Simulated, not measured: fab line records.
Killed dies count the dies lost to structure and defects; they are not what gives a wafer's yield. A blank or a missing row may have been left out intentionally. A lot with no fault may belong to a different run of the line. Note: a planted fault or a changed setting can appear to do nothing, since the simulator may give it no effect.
Which of the tools did it? ; flow berkeleyCmos170 ; 45 wafers from 15 lots sampled at 4 of the route's 331 steps

WHAT THE GAUGES SHOWED, per wafer
UCB170_PSD_OVL_MEAS_07. Usual: PSD_OVL 1 nm, standard deviation 4.7.
lot;measured;on;PSD_OVL (nm);flag
L763;day 6 09:39;overlay-01;-5 1 -1;
L764;day 7 01:48;overlay-01;2 3 6;
L765;day 7 07:46;overlay-02;2 3 1;
L767;day 7 19:17;overlay-01;3 0 2;
L766;day 7 19:04;overlay-02;8 2 3;
L769;day 7 19:21;overlay-02;1 2 4;
L768;day 8 04:07;overlay-01;1 7 -2;
L773;day 8 03:59;overlay-01;4 2 5;
L778;day 9 16:26;overlay-01;3 -1 0;
L777;day 9 10:37;overlay-02;-3 -7 1;
L776;day 9 16:19;overlay-01;-7 -8 -3;
L779;day 9 16:56;overlay-01;-4 -2 -5;
L784;day 10 21:47;overlay-01;0 -4 -1;
L785;day 10 21:34;overlay-01;5 0 2;
L786;day 11 08:24;overlay-02;11 1 5;

UCB170_M2_CD_MEAS_90: the cd target is 700 nm. Usual: 701.0 nm for cdNm, sd 2.9.
lot;measured;on;cdNm (nm);flag
L763;day 7 08:39;cdSem-02;702.8 700.4 700.8;
L764;day 7 23:14;cdSem-02;704.4 701.7 702.7;
L765;day 8 10:51;cdSem-02;703.4 699.9 700.7;
L767;day 8 21:29;cdSem-01;698.9 698.7 699.8;
L766;day 8 21:06;cdSem-02;701.0 703.0 699.5;
L769;day 8 21:23;cdSem-02;698.8 697.4 701.7;
L768;day 9 10:32;cdSem-02;701.7 702.6 703.9;
L773;day 9 09:56;cdSem-01;706.5 703.0 702.7;
L778;day 10 15:35;cdSem-02;704.2 698.8 699.7;
L777;day 10 11:11;cdSem-02;707.6 702.3 706.7;
L776;day 10 10:55;cdSem-02;704.6 701.3 704.7;
L779;day 10 15:49;cdSem-02;702.3 702.4 706.5;
L784;day 11 19:08;cdSem-01;698.8 703.7 695.4;
L785;day 11 17:29;cdSem-02;700.0 698.7 699.1;
L786;day 12 04:34;cdSem-01;700.9 699.0 699.3;

EACH LOT AND THE TOOL THAT RAN IT (in order: tool; ch and the chambers of the sampled wafers; start)
lot;UCB170_ACTIVE_CLEAN_17;UCB170_PLDD_STRIP_10
L763;wetBench-03 ch 2, day 4 01:43;plasmaAsher-02 ch 0,1, day 6 00:29
L764;wetBench-03 ch 2, day 4 15:50;plasmaAsher-04 ch 0,1, day 6 18:05
L765;wetBench-02 ch 3, day 4 21:37;plasmaAsher-04 ch 0,1, day 7 00:38
L767;wetBench-02 ch 1, day 5 03:44;plasmaAsher-02 ch 0,1, day 7 08:49
L766;wetBench-01 ch 0, day 5 05:28;plasmaAsher-03 ch 0,1, day 7 09:11
L769;wetBench-02 ch 0, day 5 12:16;plasmaAsher-04 ch 0,1, day 7 11:02
L768;wetBench-02 ch 3, day 5 19:19;plasmaAsher-02 ch 0,1, day 7 21:54
L773;wetBench-01 ch 2, day 6 00:27;plasmaAsher-02 ch 0,1, day 7 21:21
L778;wetBench-01 ch 1, day 7 03:56;plasmaAsher-03 ch 0,1, day 9 04:27
L777;wetBench-01 ch 2, day 7 04:09;plasmaAsher-04 ch 0,1, day 9 03:44
L776;wetBench-01 ch 1, day 7 04:25;plasmaAsher-02 ch 0,1, day 9 04:11
L779;wetBench-03 ch 3, day 7 16:28;plasmaAsher-02 ch 0,1, day 9 10:09
L784;wetBench-02 ch 2, day 8 17:52;plasmaAsher-04 ch 0,1, day 10 13:45
L785;wetBench-03 ch 2, day 8 18:07;plasmaAsher-04 ch 0,1, day 10 13:26
L786;wetBench-02 ch 1, day 9 03:29;plasmaAsher-04 ch 0,1, day 11 01:15
- UCB170_ACTIVE_CLEAN_17: cleans in SPM, time 600 s.
- UCB170_PLDD_STRIP_10: strips in O2.

WHAT THE TOOLS THEMSELVES READ (means of the sampled wafers that have a number; where no wafer has one, the mark that the record gives instead)
UCB170_PLDD_STRIP_10. Usual: drypumpMotorCurrentA 5.56 A, standard deviation 0.3; oesProductAu 0.734 a.u., standard deviation 0.0045; stripTimeToEndpointS 21.67 s, standard deviation 0.062.
lot;tool;drypumpMotorCurrentA (A);oesProductAu (a.u.);stripTimeToEndpointS (s);flag
L763;plasmaAsher-02;5.89;0.733;21.64;
L764;plasmaAsher-04;5.35;0.730;21.69;
L765;plasmaAsher-04;5.36;0.733;21.69;
L767;plasmaAsher-02;5.88;0.735;21.58;
L766;plasmaAsher-03;5.61;0.733;21.80;
L769;plasmaAsher-04;5.37;0.737;21.65;
L768;plasmaAsher-02;5.80;0.733;21.63;
L773;plasmaAsher-02;5.80;0.732;21.73;
L778;plasmaAsher-03;5.35;0.728;21.60;
L777;plasmaAsher-04;5.35;0.737;21.65;
L776;plasmaAsher-02;5.88;0.732;21.72;
L779;plasmaAsher-02;5.82;0.735;21.56;
L784;plasmaAsher-04;5.36;0.736;21.68;
L785;plasmaAsher-04;5.36;0.734;21.62;
L786;plasmaAsher-04;5.35;0.733;21.66;

THE ANSWER, worked out from the rows above alone
Rule: take the mean of a lot's wafers that have a number; if it is more than 3 standard deviations from the usual mean, the lot is off. Also off: a lot with no number at a reading for which 4 or more lots have one. The other lots that the step has rows for count as sound. The gauges are gone through in route order, then the tools' own readings, and for those a lot's mean is taken as printed above. At the first step where some lot is off, the reading lying furthest off is the one used; lots without a number count as furthest.
Nothing can be told from this: no lot is off at any reading shown.

WHAT THE SIMULATOR HAD INSERTED
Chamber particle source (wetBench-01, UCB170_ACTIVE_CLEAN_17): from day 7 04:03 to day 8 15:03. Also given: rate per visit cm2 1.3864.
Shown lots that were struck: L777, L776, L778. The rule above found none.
